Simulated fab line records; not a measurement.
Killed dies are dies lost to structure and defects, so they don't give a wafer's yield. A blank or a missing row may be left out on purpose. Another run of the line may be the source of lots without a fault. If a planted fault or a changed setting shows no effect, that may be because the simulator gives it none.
Shared-tool check :: flow ritCmos :: Sample size 15 lots and 45 wafers

WHY THIS WAS OPENED
Of 15 lots, 3 have the reading PSD_RS flagged at RIT_SDANNEAL_RS_MEAS_04. Fault-free wafers read 116.06 ohm/sq, with a standard deviation of 0.29.
Rule: a lot is flagged when every wafer of it that has a number lies more than 4 standard deviations from that mean, or none has a number. The rest of the lots are taken to be sound.

lot: L571
measured: day 3 11:57
on: filmMetro-04
PSD_RS (ohm/sq), wafer by wafer: 115.63 116.02 116.03
flag: 

lot: L572
measured: day 3 17:16
on: filmMetro-04
PSD_RS (ohm/sq), wafer by wafer: 116.05 116.06 115.99
flag: 

lot: L574
measured: day 4 01:07
on: filmMetro-02
PSD_RS (ohm/sq), wafer by wafer: 116.03 115.95 116.36
flag: 

lot: L575
measured: day 4 04:30
on: filmMetro-03
PSD_RS (ohm/sq), wafer by wafer: 115.90 116.25 116.21
flag: 

lot: L576
measured: day 4 08:29
on: filmMetro-02
PSD_RS (ohm/sq), wafer by wafer: 116.10 115.75 115.91
flag: 

lot: L577
measured: day 4 11:15
on: filmMetro-02
PSD_RS (ohm/sq), wafer by wafer: 118.15 117.69 118.12
flag: FLAGGED

lot: L578
measured: day 4 15:19
on: filmMetro-03
PSD_RS (ohm/sq), wafer by wafer: 117.46 117.69 118.00
flag: FLAGGED

lot: L579
measured: day 4 23:44
on: filmMetro-04
PSD_RS (ohm/sq), wafer by wafer: 116.28 116.50 116.00
flag: 

lot: L580
measured: day 5 11:09
on: filmMetro-02
PSD_RS (ohm/sq), wafer by wafer: 118.20 118.04 117.75
flag: FLAGGED

lot: L581
measured: day 5 16:38
on: filmMetro-04
PSD_RS (ohm/sq), wafer by wafer: 116.22 116.39 115.86
flag: 

lot: L586
measured: day 6 15:53
on: filmMetro-04
PSD_RS (ohm/sq), wafer by wafer: 116.20 115.90 115.85
flag: 

lot: L589
measured: day 7 07:14
on: filmMetro-02
PSD_RS (ohm/sq), wafer by wafer: 116.37 116.29 116.40
flag: 

lot: L590
measured: day 7 11:56
on: filmMetro-02
PSD_RS (ohm/sq), wafer by wafer: 116.58 116.24 116.33
flag: 

lot: L592
measured: day 7 19:11
on: filmMetro-02
PSD_RS (ohm/sq), wafer by wafer: 115.59 115.73 115.69
flag: 

lot: L593
measured: day 8 00:13
on: filmMetro-02
PSD_RS (ohm/sq), wafer by wafer: 116.33 116.30 116.15
flag: 
The mean of the flagged lots' numbers is 117.90 ohm/sq, +1.84 ohm/sq from the usual (+6 standard deviations).

EACH LOT AND THE TOOL IT RAN ON
The record holds 1 process step before the reading, out of a route of 202 steps. Every cell lists first the tool, next ch and the chambers used by the sampled wafers, and last the start.
lot: L571
flag: 
RIT_PSD_IMPLANT_08: implanter-02 ch 0, day 3 11:08

lot: L572
flag: 
RIT_PSD_IMPLANT_08: implanter-02 ch 0, day 3 16:27

lot: L574
flag: 
RIT_PSD_IMPLANT_08: implanter-01 ch 0, day 4 00:19

lot: L575
flag: 
RIT_PSD_IMPLANT_08: implanter-02 ch 0, day 4 03:39

lot: L576
flag: 
RIT_PSD_IMPLANT_08: implanter-02 ch 0, day 4 07:40

lot: L577
flag: FLAGGED
RIT_PSD_IMPLANT_08: implanter-02 ch 0, day 4 10:17

lot: L578
flag: FLAGGED
RIT_PSD_IMPLANT_08: implanter-02 ch 0, day 4 14:29

lot: L579
flag: 
RIT_PSD_IMPLANT_08: implanter-01 ch 0, day 4 22:53

lot: L580
flag: FLAGGED
RIT_PSD_IMPLANT_08: implanter-02 ch 0, day 5 10:20

lot: L581
flag: 
RIT_PSD_IMPLANT_08: implanter-01 ch 0, day 5 15:49

lot: L586
flag: 
RIT_PSD_IMPLANT_08: implanter-03 ch 0, day 6 15:05

lot: L589
flag: 
RIT_PSD_IMPLANT_08: implanter-03 ch 0, day 7 06:14

lot: L590
flag: 
RIT_PSD_IMPLANT_08: implanter-01 ch 0, day 7 10:56

lot: L592
flag: 
RIT_PSD_IMPLANT_08: implanter-01 ch 0, day 7 18:11

lot: L593
flag: 
RIT_PSD_IMPLANT_08: implanter-01 ch 0, day 7 23:23
What the steps here do:
- RIT_PSD_IMPLANT_08
- RIT_SDANNEAL_RS_MEAS_04: measures by four-point-probe.

FLAGGED OVER TOTAL, TOOL BY TOOL (the gauges that took the reading come last)
step: RIT_PSD_IMPLANT_08
tool: implanter-01
lots run: 6
flagged: 0
share of the flagged lots: none
sound lots run after its first flagged lot: -

step: RIT_PSD_IMPLANT_08
tool: implanter-02
lots run: 7
flagged: 3
share of the flagged lots: all
sound lots run after its first flagged lot: 0

step: RIT_PSD_IMPLANT_08
tool: implanter-03
lots run: 2
flagged: 0
share of the flagged lots: none
sound lots run after its first flagged lot: -

step: RIT_SDANNEAL_RS_MEAS_04
tool: filmMetro-02
lots run: 8
flagged: 2
share of the flagged lots: some
sound lots run after its first flagged lot: 4 (L589,L590,L592,L593)

step: RIT_SDANNEAL_RS_MEAS_04
tool: filmMetro-03
lots run: 2
flagged: 1
share of the flagged lots: some
sound lots run after its first flagged lot: 0

step: RIT_SDANNEAL_RS_MEAS_04
tool: filmMetro-04
lots run: 5
flagged: 0
share of the flagged lots: none
sound lots run after its first flagged lot: -

WHAT THE TABLE ALLOWS
All flagged lots share 1 row of the table, namely implanter-02 at RIT_PSD_IMPLANT_08.
- implanter-02 at RIT_PSD_IMPLANT_08: 3 of its 7 lots flagged. A fault beginning between L576 (day 4 07:40), its last sound lot, and L577 (day 4 10:17), its first flagged one, fits the data.
Just one tool remains: implanter-02 at RIT_PSD_IMPLANT_08.

WHAT THE SIMULATOR PUT IN
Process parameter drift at RIT_PSD_IMPLANT_08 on implanter-02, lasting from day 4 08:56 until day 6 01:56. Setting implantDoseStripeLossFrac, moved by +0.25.
Shown lots that were struck: L577, L578, L580. The rule given above showed the same thing.
